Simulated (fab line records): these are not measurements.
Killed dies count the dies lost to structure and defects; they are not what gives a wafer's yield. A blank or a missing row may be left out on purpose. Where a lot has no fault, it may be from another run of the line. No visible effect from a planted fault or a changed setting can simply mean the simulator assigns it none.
Which tool was responsible?	flow berkeley-cmos170	42 wafers from 14 lots sampled at 5 of the route's 331 steps

## WHAT THE GAUGES SHOWED, per wafer
UCB170_PFIELD_OVL_MEAS_06. Usual: PFIELD_OVL gives 0 nm (standard deviation 4.7).
lot	measured	on	PFIELD_OVL (nm)	flag
L182	day 4 23:44	overlay-02	-5 -5 -6	
L183	day 4 23:59	overlay-01	3 -6 -5	
L184	day 5 11:11	overlay-01	-1 -1 0	
L185	day 5 11:37	overlay-02	1 -1 2	
L188	day 5 16:35	overlay-02	6 0 0	
L187	day 5 17:25	overlay-01	-2 -4 3	
L191	day 6 12:30	overlay-02	-3 1 0	
L190	day 6 13:10	overlay-01	-2 -10 -6	
L193	day 6 13:55	overlay-01	0 6 2	
L192	day 6 15:29	overlay-01	6 -5 4	
L195	day 7 07:36	overlay-01	3 -8 2	
L196	day 7 07:49	overlay-01	4 2 7	
L198	day 7 18:54	overlay-01	2 0 1	
L204	day 9 02:04	overlay-01	2 5 0	

UCB170_SCREENOX_THK_MEAS_02. Usual: SCREENOX_OXIDE_THK gives 14.46 nm (standard deviation 0.25).
lot	measured	on	SCREENOX_OXIDE_THK (nm)	flag
L182	day 5 22:08	film-metro-03	14.69 14.21 14.35	
L183	day 5 22:04	film-metro-03	14.72 14.51 14.89	
L184	day 6 09:04	film-metro-01	14.41 14.54 14.50	
L185	day 6 09:04	film-metro-04	14.60 14.40 14.58	
L188	day 6 12:08	film-metro-01	14.30 14.20 14.13	
L187	day 6 12:08	film-metro-03	14.53 14.42 14.74	
L191	day 7 15:29	film-metro-03	14.23 13.87 14.15	
L190	day 7 15:32	film-metro-04	14.69 14.45 14.46	
L193	day 7 15:28	film-metro-04	14.60 14.69 14.50	
L192	day 7 15:28	film-metro-01	14.78 14.87 14.81	
L195	day 8 06:08	film-metro-01	10.29 10.42 10.43	OFF
L196	day 8 06:08	film-metro-04	10.24 9.98 10.43	OFF
L198	day 8 15:34	film-metro-01	14.51 14.89 14.72	
L204	day 9 22:51	film-metro-04	14.56 14.62 14.64	

UCB170_GATE_THK_MEAS_05. Usual: GATE_POLY_THK gives 213.6 nm (standard deviation 2.4).
lot	measured	on	GATE_POLY_THK (nm)	flag
L182	day 6 14:33	film-metro-01	218.2 215.9 215.9	
L183	day 6 14:33	film-metro-02	217.7 218.3 219.0	
L184	day 7 04:08	film-metro-03	213.4 212.9 212.0	
L185	day 7 04:08	film-metro-01	209.0 207.9 211.0	
L188	day 7 06:22	film-metro-03	213.2 212.2 214.5	
L187	day 7 06:22	film-metro-02	212.9 212.3 212.1	
L191	day 8 09:24	film-metro-01	217.4 217.1 217.1	
L190	day 8 09:26	film-metro-02	208.7 209.9 209.8	
L193	day 8 09:23	film-metro-03	216.4 216.1 215.8	
L192	day 8 09:23	film-metro-02	211.6 212.2 213.5	
L195	day 9 00:20	film-metro-03	212.1 212.3 211.5	
L196	day 9 00:20	film-metro-01	215.0 214.4 213.8	
L198	day 9 12:44	film-metro-02	212.0 209.4 210.1	
L204	day 10 21:42	film-metro-03	211.8 212.8 213.5	

## EACH LOT AND THE TOOL THAT RAN IT (in order: tool; ch and the chambers of the sampled wafers; start)
lot	UCB170_SCREENOX_OXIDATION_01	UCB170_NVT_STRIP_08
L182	furnace-04 ch 0, day 5 20:24	plasma-asher-02 ch 0,1, day 6 03:38
L183	furnace-04 ch 0, day 5 20:24	plasma-asher-01 ch 0,1, day 6 03:55
L184	furnace-02 ch 0, day 6 07:23	plasma-asher-01 ch 0,1, day 6 13:28
L185	furnace-02 ch 0, day 6 07:23	plasma-asher-04 ch 0,1, day 6 13:45
L188	furnace-02 ch 0, day 6 10:25	plasma-asher-04 ch 0,1, day 6 17:52
L187	furnace-02 ch 0, day 6 10:25	plasma-asher-04 ch 0,1, day 6 18:52
L191	furnace-04 ch 0, day 7 13:48	plasma-asher-02 ch 0,1, day 7 21:41
L190	furnace-04 ch 0, day 7 13:48	plasma-asher-01 ch 0,1, day 7 22:17
L193	furnace-04 ch 0, day 7 13:48	plasma-asher-01 ch 0,1, day 7 21:34
L192	furnace-04 ch 0, day 7 13:48	plasma-asher-02 ch 0,1, day 7 20:50
L195	furnace-04 ch 0, day 8 04:29	plasma-asher-01 ch 0,1, day 8 11:31
L196	furnace-04 ch 0, day 8 04:29	plasma-asher-04 ch 0,1, day 8 10:58
L198	furnace-02 ch 0, day 8 13:53	plasma-asher-04 ch 0,1, day 8 22:08
L204	furnace-02 ch 0, day 9 21:11	plasma-asher-01 ch 0,1, day 10 03:16
- UCB170_SCREENOX_OXIDATION_01: target thk 14.4 nm, ox time 2400 s.
- UCB170_NVT_STRIP_08: strips in O2.

## AS READ BY THE TOOLS THEMSELVES (means over the sampled wafers that have a number; for cases with no such wafer, the mark the record gives instead)
UCB170_SCREENOX_OXIDATION_01. Usual: spike-tc-centre-C 901.4 C, standard deviation 1.1; spike-tc-load-C 926.0 C, standard deviation 1.4; spike-tc-source-C 924.3 C, standard deviation 1.3; tube-center-temp-C 900.00 C, standard deviation 0.093; tube_center_temp_C_max 902.3, standard deviation 0.38.
lot	tool	spike-tc-centre-C (C)	spike-tc-load-C (C)	spike-tc-source-C (C)	tube-center-temp-C (C)	tube_center_temp_C_max	flag
L182	furnace-04	902.0	924.1	925.2	900.12	902.5	
L183	furnace-04	901.8	925.1	924.8	900.03	902.4	
L184	furnace-02	901.2	926.0	924.0	900.02	902.2	
L185	furnace-02	900.6	927.5	925.2	899.99	902.4	
L188	furnace-02	901.3	928.2	925.2	900.02	902.2	
L187	furnace-02	900.3	927.3	924.1	899.98	902.3	
L191	furnace-04	902.2	925.3	924.9	899.95	902.3	
L190	furnace-04	902.5	925.6	924.7	899.98	902.5	
L193	furnace-04	901.5	925.5	924.8	900.02	902.4	
L192	furnace-04	902.3	924.8	923.6	899.95	902.2	
L195	furnace-04	869.7	894.2	891.5	868.01	870.6	OFF
L196	furnace-04	870.1	893.2	892.2	867.97	870.5	OFF
L198	furnace-02	899.9	927.6	924.5	900.00	902.9	
L204	furnace-02	900.7	927.6	924.9	899.96	902.4	

UCB170_NVT_STRIP_08. Usual: drypump-motor-current-A 5.6 A, standard deviation 0.68; oes-product-au 0.735 a.u., standard deviation 0.0048; strip-time-to-endpoint-s 21.61 s, standard deviation 0.07.
lot	tool	drypump-motor-current-A (A)	oes-product-au (a.u.)	strip-time-to-endpoint-s (s)	flag
L182	plasma-asher-02	5.8	0.735	21.64	
L183	plasma-asher-01	4.9	0.734	21.58	
L184	plasma-asher-01	4.9	0.739	21.52	
L185	plasma-asher-04	6.0	0.733	21.67	
L188	plasma-asher-04	6.3	0.733	21.53	
L187	plasma-asher-04	6.0	0.738	21.50	
L191	plasma-asher-02	6.2	0.734	21.60	
L190	plasma-asher-01	4.9	0.732	21.45	
L193	plasma-asher-01	4.9	0.737	21.58	
L192	plasma-asher-02	5.8	0.735	21.72	
L195	plasma-asher-01	4.9	0.738	21.57	
L196	plasma-asher-04	6.0	0.731	21.62	
L198	plasma-asher-04	6.0	0.736	21.73	
L204	plasma-asher-01	4.9	0.734	21.61	

## THE ANSWER, worked out from the rows above alone
Rule: a lot is off if the mean of its wafers that have a number lies more than 3 standard deviations from the usual mean. A lot without any number at a reading at which 4 lots or more have one is off too. The other lots that the step has rows for count as sound. Order of review: gauges by route order, followed by the tools' own readings, for which a lot's mean as printed above is used. At the first step where some lot is off, the reading lying furthest off is the one used; lots without a number count as furthest.
Off: at UCB170_SCREENOX_THK_MEAS_02 (SCREENOX_OXIDE_THK), L195, L196.
If a tool, at a process step before that reading, ran all the lots that are off and no sound lot after the first of them, it fits. The gauges at UCB170_SCREENOX_THK_MEAS_02 aren't tried: what is off there is off at UCB170_SCREENOX_OXIDATION_01 too, on other tools, and a gauge's error can't cause that. One fits: furnace-04 at UCB170_SCREENOX_OXIDATION_01. Its last sound lot is L190 (day 7 13:48), its first lot that is off L195 (day 8 04:29): a fault that began between those two fits.
The tool's own readings at UCB170_SCREENOX_OXIDATION_01 bear it out: on the lots that are off they differ by more than 5 times the standard deviation of the sound lots' means. spike-tc-centre-C reads 869.9 C there against 901.4 C on the sound lots; spike-tc-load-C reads 893.7 C there against 926.2 C on the sound lots; spike-tc-source-C reads 891.9 C there against 924.7 C on the sound lots; tube-center-temp-C reads 867.99 C there against 900.00 C on the sound lots; tube_center_temp_C_max reads 870.5 there against 902.4 on the sound lots.

## WHAT THE SIMULATOR PUT IN
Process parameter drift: furnace-04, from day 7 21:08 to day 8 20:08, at UCB170_SCREENOX_OXIDATION_01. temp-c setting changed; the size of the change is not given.
Lots struck among those shown: L195, L196. Same finding as the rule above.
